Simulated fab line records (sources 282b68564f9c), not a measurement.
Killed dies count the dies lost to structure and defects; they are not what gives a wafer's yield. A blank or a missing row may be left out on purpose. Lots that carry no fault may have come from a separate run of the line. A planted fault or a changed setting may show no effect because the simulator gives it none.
Check of tool commonality :: flow rit cmos :: Lots sampled 14, wafers sampled 48

== REASON FOR OPENING ==
At RIT_NSD_TW_MEAS_10 the reading NSD_TW is flagged on 2 of 14 lots. No-fault wafers: 3137, standard deviation 40.
Rule: a lot is flagged in two cases, either no wafer of it has a number, or all its wafers with numbers fall more than 4 standard deviations from that mean. As for the other lots, they are considered sound.

lot: L319
measured: day 3 05:38
on: film metro-02
NSD_TW, wafer by wafer: 3180 3161 3176
flag: 

lot: L320
measured: day 3 13:04
on: film metro-01
NSD_TW, wafer by wafer: 3174 3185 3180
flag: 

lot: L322
measured: day 3 18:52
on: film metro-03
NSD_TW, wafer by wafer: 3101 3113 3099
flag: 

lot: L323
measured: day 4 00:45
on: film metro-02
NSD_TW, wafer by wafer: 3155 3177 3185
flag: 

lot: L324
measured: day 4 05:14
on: film metro-03
NSD_TW, wafer by wafer: 3078 3100 3107
flag: 

lot: L325
measured: day 4 09:37
on: film metro-01
NSD_TW, wafer by wafer: 3138 3164 3171
flag: 

lot: L327
measured: day 4 22:35
on: film metro-03
NSD_TW, wafer by wafer: 3094 3067 3094
flag: 

lot: L328
measured: day 5 01:46
on: film metro-02
NSD_TW, wafer by wafer: 3146 3166 3165
flag: 

lot: L329
measured: day 5 03:41
on: film metro-02
NSD_TW, wafer by wafer: 3142 3140 3163
flag: 

lot: L330
measured: day 5 08:32
on: film metro-01
NSD_TW, wafer by wafer: 3159 3182 3169
flag: 

lot: L331
measured: day 5 12:58
on: film metro-01
NSD_TW, wafer by wafer: 3167 3156 3154
flag: 

lot: L332
measured: day 5 22:04
on: film metro-03
NSD_TW, wafer by wafer: 3090 3065 3066
flag: 

lot: L338
measured: day 7 03:27
on: film metro-02
NSD_TW, wafer by wafer: 2523 2537 2545 2548 2535 2537
flag: FLAGGED

lot: L339
measured: day 7 05:20
on: film metro-01
NSD_TW, wafer by wafer: 2541 2543 2554 2541 2546 2540
flag: FLAGGED
Average over the flagged lots: 2541; offset from the usual -596, equal to -15 standard deviations.

== WHICH TOOL EACH LOT WENT THROUGH ==
The record holds 1 process step before the reading, out of a route of 202 steps. In each cell: the tool, then ch and the chambers that the sampled wafers went through, then the start.
lot: L319
flag: 
RIT_NSD_IMPLANT_08: implanter-03 ch 0, day 3 05:19

lot: L320
flag: 
RIT_NSD_IMPLANT_08: implanter-02 ch 0, day 3 12:44

lot: L322
flag: 
RIT_NSD_IMPLANT_08: implanter-03 ch 0, day 3 18:32

lot: L323
flag: 
RIT_NSD_IMPLANT_08: implanter-03 ch 0, day 4 00:26

lot: L324
flag: 
RIT_NSD_IMPLANT_08: implanter-04 ch 0, day 4 04:55

lot: L325
flag: 
RIT_NSD_IMPLANT_08: implanter-03 ch 0, day 4 09:19

lot: L327
flag: 
RIT_NSD_IMPLANT_08: implanter-02 ch 0, day 4 22:16

lot: L328
flag: 
RIT_NSD_IMPLANT_08: implanter-03 ch 0, day 5 01:26

lot: L329
flag: 
RIT_NSD_IMPLANT_08: implanter-03 ch 0, day 5 03:21

lot: L330
flag: 
RIT_NSD_IMPLANT_08: implanter-03 ch 0, day 5 08:14

lot: L331
flag: 
RIT_NSD_IMPLANT_08: implanter-04 ch 0, day 5 12:39

lot: L332
flag: 
RIT_NSD_IMPLANT_08: implanter-02 ch 0, day 5 21:44

lot: L338
flag: FLAGGED
RIT_NSD_IMPLANT_08: implanter-04 ch 0, day 7 03:07

lot: L339
flag: FLAGGED
RIT_NSD_IMPLANT_08: implanter-04 ch 0, day 7 05:01
What is done by these steps:
- RIT_NSD_IMPLANT_08
- RIT_NSD_TW_MEAS_10

== FLAGGED AGAINST TOTAL, ONE TOOL AT A TIME (gauges that did the reading follow at the end) ==
step: RIT_NSD_IMPLANT_08
tool: implanter-02
lots run: 3
flagged: 0
share of the flagged lots: none
sound lots run after its first flagged lot: -

step: RIT_NSD_IMPLANT_08
tool: implanter-03
lots run: 7
flagged: 0
share of the flagged lots: none
sound lots run after its first flagged lot: -

step: RIT_NSD_IMPLANT_08
tool: implanter-04
lots run: 4
flagged: 2
share of the flagged lots: all
sound lots run after its first flagged lot: 0

step: RIT_NSD_TW_MEAS_10
tool: film metro-01
lots run: 5
flagged: 1
share of the flagged lots: some
sound lots run after its first flagged lot: 0

step: RIT_NSD_TW_MEAS_10
tool: film metro-02
lots run: 5
flagged: 1
share of the flagged lots: some
sound lots run after its first flagged lot: 0

step: RIT_NSD_TW_MEAS_10
tool: film metro-03
lots run: 4
flagged: 0
share of the flagged lots: none
sound lots run after its first flagged lot: -

== WHAT THE TABLE PERMITS ==
In the table, 1 row covers all flagged lots: implanter-04 at RIT_NSD_IMPLANT_08.
- implanter-04 at RIT_NSD_IMPLANT_08 ran 4 lots, 2 of them flagged. A fault beginning between L331 (day 5 12:39), its last sound lot, and L338 (day 7 03:07), its first flagged one, fits the data. Its own readings (dose ions cm2, faraday current uA) fall more than 4 standard deviations out on all wafers of the flagged lots.
implanter-04 at RIT_NSD_IMPLANT_08 is the single tool remaining.

== WHAT THE SIMULATOR HAD PUT IN ==
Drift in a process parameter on implanter-04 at RIT_NSD_IMPLANT_08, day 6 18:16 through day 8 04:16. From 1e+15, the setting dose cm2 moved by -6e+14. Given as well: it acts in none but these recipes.
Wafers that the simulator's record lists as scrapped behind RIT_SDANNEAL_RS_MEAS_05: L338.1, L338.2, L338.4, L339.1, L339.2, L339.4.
Lots struck among those shown: L338, L339. The rule given above showed the same thing.
